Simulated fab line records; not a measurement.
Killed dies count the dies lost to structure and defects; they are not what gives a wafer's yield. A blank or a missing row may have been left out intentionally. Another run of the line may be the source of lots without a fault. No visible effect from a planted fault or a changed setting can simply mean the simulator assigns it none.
fab line records ; flow berkeley_cmos170
record lots=7; wafers=21; last_day=11
route steps=331 shown ACTIVE@70 PFIELD@79
lots that met no fault: from a run of the same line without faults
start_h: hours from the record's opening day to when the first of the lot's shown wafers began ; wait_h: time in hours since the lot's previous step ; " same as the row above ; L1.1+2: a single row standing in for several wafers ; - either no value or no given start ; * or withheld: withheld ; < > ~ a bound
route shown NAME@n: NAME is a module with steps in the file, n the number in the route of the first one ; usual: average and standard deviation across the fault-free wafers ; same: alike in all rows ; chamber/n: place in a boat ; sites: per-site readings ; _std_site: standard deviation across them ; _edge_site: inner sites' mean taken away from outer sites' mean ; radius_mm: how far each site lies from the wafer's centre ; mask NAME#n: copy n ; behind: the last tool/chamber to shape the wafer ; hold: the reason the lot was held/the length of the hold in hours/how it ended ; device: which transistor (n, p or np) failed to switch ; end of line: tests of these same wafers at the route's end ; where a step has no rows: the recipe by itself ; killed: not the wafer's yield, but the dies lost to structure and defects at the first sort ; map: a wafer's dies, x killed, . not, _ none there
set.NAME: the setting that was run; set.NAME@STEP: the one run at that earlier step ; model.NAME: the simulator's own value behind a step, which no gauge read
lots seen at some steps along the route; tables by step, rows by wafer
services: the hour from which a tool's chamber was out of use, counted from the record's first day as start_h (under 0 if before that day), plus the number of hours and why
## steps
# step UCB170_ACTIVE_EXPOSE_10
# recipe mask_id=ACTIVE; target_cd_nm=1200; na=0.5; sigma_outer=0.6; source_shape=conventional; dose_mj=20
# step UCB170_ACTIVE_PEB_11
# recipe peb_temp_c=130; peb_time_s=withheld; resist=KrF
# step UCB170_ACTIVE_DEVELOP_12
# recipe developer=TMAH; develop_time_s=45; resist=KrF; dev_temp_c=21
# step UCB170_ACTIVE_CD_MEAS_13
# recipe target_cd_nm=1200
# usual cd_nm=1200.1/1.5
lot.wafer;tool;chamber;start_h;wait_h;cd_nm
L227.2;cd_sem-01;-;99.05;-;1201.9
L227.4;cd_sem-01;-;99.05;-;1202.9
L227.6;cd_sem-01;-;99.05;-;1201.9
L230.1;cd_sem-01;-;111.59;-;1197.0
L230.2;cd_sem-01;-;111.59;-;1198.6
L230.6;cd_sem-01;-;111.59;-;1199.5
L231.3;cd_sem-02;-;122.85;-;1200.8
L231.5;cd_sem-02;-;122.85;-;1202.5
L231.6;cd_sem-02;-;122.85;-;1201.4
L232.1;cd_sem-01;-;123.09;-;1199.7
L232.2;cd_sem-01;-;123.09;-;1199.8
L232.3;cd_sem-01;-;123.09;-;1198.5
L233.2;cd_sem-02;-;123.38;-;1199.8
L233.5;cd_sem-02;-;123.38;-;1200.9
L233.6;cd_sem-02;-;123.38;-;1201.2
L239.1;cd_sem-01;-;166.87;-;1199.5
L239.2;cd_sem-01;-;166.87;-;1199.0
L239.4;cd_sem-01;-;166.87;-;1197.9
L242.2;cd_sem-01;-;178.48;-;1202.6
L242.4;cd_sem-01;-;178.48;-;1201.2
L242.5;cd_sem-01;-;178.48;-;1201.6
# step UCB170_ACTIVE_OVL_MEAS_14
# usual ACTIVE_OVL=1/5.1
lot.wafer;tool;chamber;start_h;wait_h;ACTIVE_OVL[nm]
L227.2;overlay-01;-;99.15;0.1;2
L227.4;overlay-01;-;99.15;0.1;4
L227.6;overlay-01;-;99.15;0.1;2
L230.1;overlay-01;-;111.71;0.1;-1
L230.2;overlay-01;-;111.71;0.1;0
L230.6;overlay-01;-;111.71;0.1;1
L231.3;overlay-01;-;122.94;0.1;8
L231.5;overlay-01;-;122.94;0.1;0
L231.6;overlay-01;-;122.94;0.1;0
L232.1;overlay-01;-;123.21;0.1;5
L232.2;overlay-01;-;123.21;0.1;11
L232.3;overlay-01;-;123.21;0.1;10
L233.2;overlay-01;-;123.49;0.1;-7
L233.5;overlay-01;-;123.49;0.1;-11
L233.6;overlay-01;-;123.49;0.1;-5
L239.1;overlay-02;-;166.99;0.1;3
L239.2;overlay-02;-;166.99;0.1;7
L239.4;overlay-02;-;166.99;0.1;4
L242.2;overlay-02;-;178.58;0.1;6
L242.4;overlay-02;-;178.58;0.1;6
L242.5;overlay-02;-;178.58;0.1;3
# step UCB170_ACTIVE_ETCH_15
# recipe chemistry=CH3F/Ar/O2; target=Si3N4; stop_on=SiO2; CH3F_flow_sccm=20; Ar_flow_sccm=50; O2_flow_sccm=7; pressure_mtorr=50; rf_w=450; target_depth_a=2420; over_etch_frac=0.1; time_s=151
# usual CH3F_flow_sccm=20.00/0.072; drypump_motor_current_A=5.6/0.5; oes_product_au=0.938/0.013; throttle_valve_pct=8.14/0.089
lot.wafer;tool;chamber;start_h;wait_h;CH3F_flow_sccm;drypump_motor_current_A;oes_product_au;rf_hours_counter_h;throttle_valve_pct
L227.2;rie_diel-02;2;99.18;0.0;19.96;6.3;0.943;6;8.19
L227.4;rie_diel-02;0;99.18;0.0;20.07;5.4;0.916;47;8.16
L227.6;rie_diel-02;0;99.18;0.0;20.05;5.4;0.917;-;8.18
L230.1;rie_diel-03;3;111.74;0.0;20.05;5.8;0.948;83;8.30
L230.2;rie_diel-03;1;111.74;0.0;19.97;5.1;0.943;1;8.17
L230.6;rie_diel-03;3;111.74;0.0;20.03;5.8;0.951;-;8.30
L231.3;rie_diel-03;1;122.97;0.0;19.90;5.1;0.938;2;8.17
L231.5;rie_diel-03;2;122.97;0.0;19.92;5.3;0.942;-;8.18
L231.6;rie_diel-03;1;122.97;0.0;20.04;5.1;0.946;-;8.16
L232.1;rie_diel-02;0;123.25;0.0;19.96;5.4;0.914;49;8.17
L232.2;rie_diel-02;2;123.25;0.0;19.90;6.3;0.938;8;8.20
L232.3;rie_diel-02;1;123.25;0.0;19.95;5.3;0.946;60;8.11
L233.2;rie_diel-03;1;123.52;0.0;20.15;5.1;0.953;2;8.17
L233.5;rie_diel-03;1;123.52;0.0;20.01;5.1;0.962;-;8.17
L233.6;rie_diel-03;0;123.52;0.0;20.08;6.3;0.941;-;8.08
L239.1;rie_diel-03;2;167.03;0.0;19.90;5.3;0.944;104;8.15
L239.2;rie_diel-03;3;167.03;0.0;20.03;5.8;0.941;85;8.29
L239.4;rie_diel-03;0;167.03;0.0;19.95;6.4;0.933;110;8.09
L242.2;rie_diel-02;0;178.61;0.0;20.07;5.4;0.910;51;8.15
L242.4;rie_diel-02;2;178.61;0.0;19.87;6.3;0.940;10;8.19
L242.5;rie_diel-02;1;178.61;0.0;20.11;5.3;0.937;-;8.13
# step UCB170_ACTIVE_STRIP_16
# recipe chemistry=O2; power_w=400; pressure_mtorr=3500; platen_temp_c=withheld; o2_flow_sccm=400; overash_fraction=0.5
# usual drypump_motor_current_A=5.9/0.36; oes_product_au=0.721/0.0044; strip_time_to_endpoint_s=18.13/0.1
# same overash_fraction=0.5
lot.wafer;tool;chamber;start_h;wait_h;drypump_motor_current_A;oes_product_au;rf_hours_counter_h;strip_time_to_endpoint_s
L227.2;plasma_asher-02;0;99.29;0.1;6.4;0.723;38;18.16
L227.4;plasma_asher-02;0;99.29;0.1;6.4;0.721;-;18.21
L227.6;plasma_asher-02;0;99.29;0.1;6.4;0.726;-;18.20
L230.1;plasma_asher-01;1;111.84;0.1;5.5;0.720;29;18.02
L230.2;plasma_asher-01;0;111.84;0.1;6.2;0.724;29;18.18
L230.6;plasma_asher-01;1;111.84;0.1;5.5;0.724;-;18.04
L231.3;plasma_asher-02;0;123.10;0.1;6.4;0.723;-;18.31
L231.5;plasma_asher-02;0;123.10;0.1;6.4;0.714;-;18.26
L231.6;plasma_asher-02;1;123.10;0.1;6.2;0.720;-;18.35
L232.1;plasma_asher-01;0;123.35;0.1;6.2;0.719;31;18.17
L232.2;plasma_asher-01;1;123.35;0.1;5.5;0.725;31;18.16
L232.3;plasma_asher-01;1;123.35;0.1;5.5;0.718;-;18.19
L233.2;plasma_asher-02;0;123.62;0.1;6.4;0.718;41;18.16
L233.5;plasma_asher-02;0;123.62;0.1;6.4;0.725;-;18.30
L233.6;plasma_asher-02;1;123.62;0.1;6.1;0.720;-;18.19
L239.1;plasma_asher-03;0;167.13;0.1;5.8;0.728;6;18.11
L239.2;plasma_asher-03;1;167.13;0.1;5.4;0.722;6;18.02
L239.4;plasma_asher-03;0;167.13;0.1;5.9;0.716;-;18.09
L242.2;plasma_asher-02;1;178.72;0.1;6.2;0.726;47;18.27
L242.4;plasma_asher-02;0;178.72;0.1;6.4;0.728;-;18.14
L242.5;plasma_asher-02;1;178.72;0.1;6.1;0.721;-;18.16
# step UCB170_ACTIVE_CD_MEAS_90
# recipe target_cd_nm=1200
# usual cd_nm=1200.1/1.5
lot.wafer;tool;chamber;start_h;wait_h;cd_nm
L227.2;cd_sem-01;-;99.44;0.1;1201.1
L227.4;cd_sem-01;-;99.44;0.1;1203.0
L227.6;cd_sem-01;-;99.44;0.1;1201.9
L230.1;cd_sem-01;-;111.98;0.1;1196.9
L230.2;cd_sem-01;-;111.98;0.1;1198.1
L230.6;cd_sem-01;-;111.98;0.1;1199.6
L231.3;cd_sem-02;-;123.21;0.1;1200.4
L231.5;cd_sem-02;-;123.21;0.1;1201.9
L231.6;cd_sem-02;-;123.21;0.1;1201.2
L232.1;cd_sem-01;-;123.45;0.1;1199.4
L232.2;cd_sem-01;-;123.45;0.1;1199.3
L232.3;cd_sem-01;-;123.45;0.1;1198.5
L233.2;cd_sem-01;-;123.78;0.1;1199.6
L233.5;cd_sem-01;-;123.78;0.1;1200.7
L233.6;cd_sem-01;-;123.78;0.1;1201.3
L239.1;cd_sem-02;-;167.24;0.1;1199.4
L239.2;cd_sem-02;-;167.24;0.1;1199.1
L239.4;cd_sem-02;-;167.24;0.1;1198.5
L242.2;cd_sem-01;-;178.84;0.1;1202.6
L242.4;cd_sem-01;-;178.84;0.1;1201.1
L242.5;cd_sem-01;-;178.84;0.1;1201.8
# step UCB170_ACTIVE_CLEAN_17
# recipe chemistry=SPM; temp_c=120; time_s=600
# step UCB170_PFIELD_HMDS_00
# recipe prime_time_s=60; prime_temp_c=100
# step UCB170_PFIELD_COAT_01
# recipe resist=KrF; spin_rpm=1500; resist_thk_nm=900
# step UCB170_PFIELD_SOFTBAKE_02
# recipe resist=KrF; temp_c=130; time_s=60
# step UCB170_PFIELD_EXPOSE_03
# recipe mask_id=PFIELD; na=0.5; sigma_outer=0.6; source_shape=conventional; target_cd_nm=1500; dose_mj=30
# usual exposure_dose_mJ_cm2=30.00/0.032; focus_offset_nm=0.1/0.54
lot.wafer;tool;chamber;start_h;wait_h;mask;exposure_dose_mJ_cm2;focus_offset_nm
L227.2;krf_scanner-01;0;100.20;0.1;PFIELD#0;29.96;-0.4
L227.4;krf_scanner-01;0;100.20;0.1;PFIELD#0;30.00;0.1
L227.6;krf_scanner-01;0;100.20;0.1;PFIELD#0;29.95;-0.1
L230.1;krf_scanner-01;0;113.10;0.4;PFIELD#0;29.98;0.5
L230.2;krf_scanner-01;0;113.10;0.4;PFIELD#0;30.03;1.0
L230.6;krf_scanner-01;0;113.10;0.4;PFIELD#0;30.03;0.6
L231.3;krf_scanner-01;-;124.26;0.1;PFIELD#0;-;-
L231.5;krf_scanner-01;-;124.26;0.1;PFIELD#0;-;-
L231.6;krf_scanner-01;-;124.26;0.1;PFIELD#0;-;-
L232.1;krf_scanner-02;-;124.49;0.2;PFIELD#0;-;-
L232.2;krf_scanner-02;-;124.49;0.2;PFIELD#0;-;-
L232.3;krf_scanner-02;-;124.49;0.2;PFIELD#0;-;-
L233.2;krf_scanner-01;-;125.01;0.3;PFIELD#0;-;-
L233.5;krf_scanner-01;-;125.01;0.3;PFIELD#0;-;-
L233.6;krf_scanner-01;-;125.01;0.3;PFIELD#0;-;-
L239.1;krf_scanner-02;0;168.03;0.2;PFIELD#0;29.96;0.2
L239.2;krf_scanner-02;0;168.03;0.2;PFIELD#0;29.99;0.1
L239.4;krf_scanner-02;0;168.03;0.2;PFIELD#0;30.00;-0.5
L242.2;krf_scanner-01;0;180.02;0.5;PFIELD#0;30.02;0.4
L242.4;krf_scanner-01;0;180.02;0.5;PFIELD#0;30.00;0.0
L242.5;krf_scanner-01;0;180.02;0.5;PFIELD#0;29.95;-0.5
# step UCB170_PFIELD_PEB_04
# recipe peb_temp_c=130; peb_time_s=withheld; resist=KrF
## services
tool;chamber;start_h;hours;kind
plasma_asher-01;-;84.80;15.0;pm
rie_diel-03;2;91.68;4.2;repair
krf_scanner-01;-;102.34;1.5;repair
plasma_asher-03;-;108.81;9.0;pm
plasma_asher-03;0;108.81;9.0;vent_cycle
plasma_asher-03;1;108.81;9.0;vent_cycle
plasma_asher-02;-;109.05;6.9;pm
plasma_asher-03;0;117.81;-;clean
plasma_asher-03;1;117.81;-;clean
krf_scanner-01;-;123.75;0.2;repair
krf_scanner-02;-;131.13;1.0;pm
krf_scanner-02;-;144.84;3.6;pm
krf_scanner-02;0;153.93;-;calibration
krf_scanner-01;-;155.49;1.0;pm
krf_scanner-01;0;155.79;-;calibration
krf_scanner-01;-;157.32;0.6;repair
rie_diel-02;1;159.69;6.0;repair
krf_scanner-01;-;166.84;1.3;pm
krf_scanner-02;-;175.65;8.2;repair
## key
first_sign step=UCB170_PFIELD_EXPOSE_03; reading=tool_record; direction=missing
effect none on later readings
met_at UCB170_PFIELD_EXPOSE_03
struck_wafers L231.3,L231.5,L231.6,L232.1,L232.2,L232.3,L233.2,L233.5,L233.6
sort_left_out L231.3,L231.5,L231.6,L232.1,L232.2,L232.3,L233.2,L233.5,L233.6
tester_left_out L231,L232,L233
onset_between 113.10 124.26
fault kind=skipped_step_whole; tool=krf_scanner-01,krf_scanner-02; chamber=-; onset_h=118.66; steps=UCB170_PFIELD_EXPOSE_03; scope=struck_lots_only
# tester_left_out: of these lots the tester's yield and bins aren't shown, on N5 and GAA mostly nor the transistor test; their killed dies are dies lost to structure and defects alone, not to doping, threshold or leakage, so they don't give the yield
# sort_left_out: the simulated sort isn't trusted on such a fault, so these wafers' sort isn't shown, and their yield isn't known
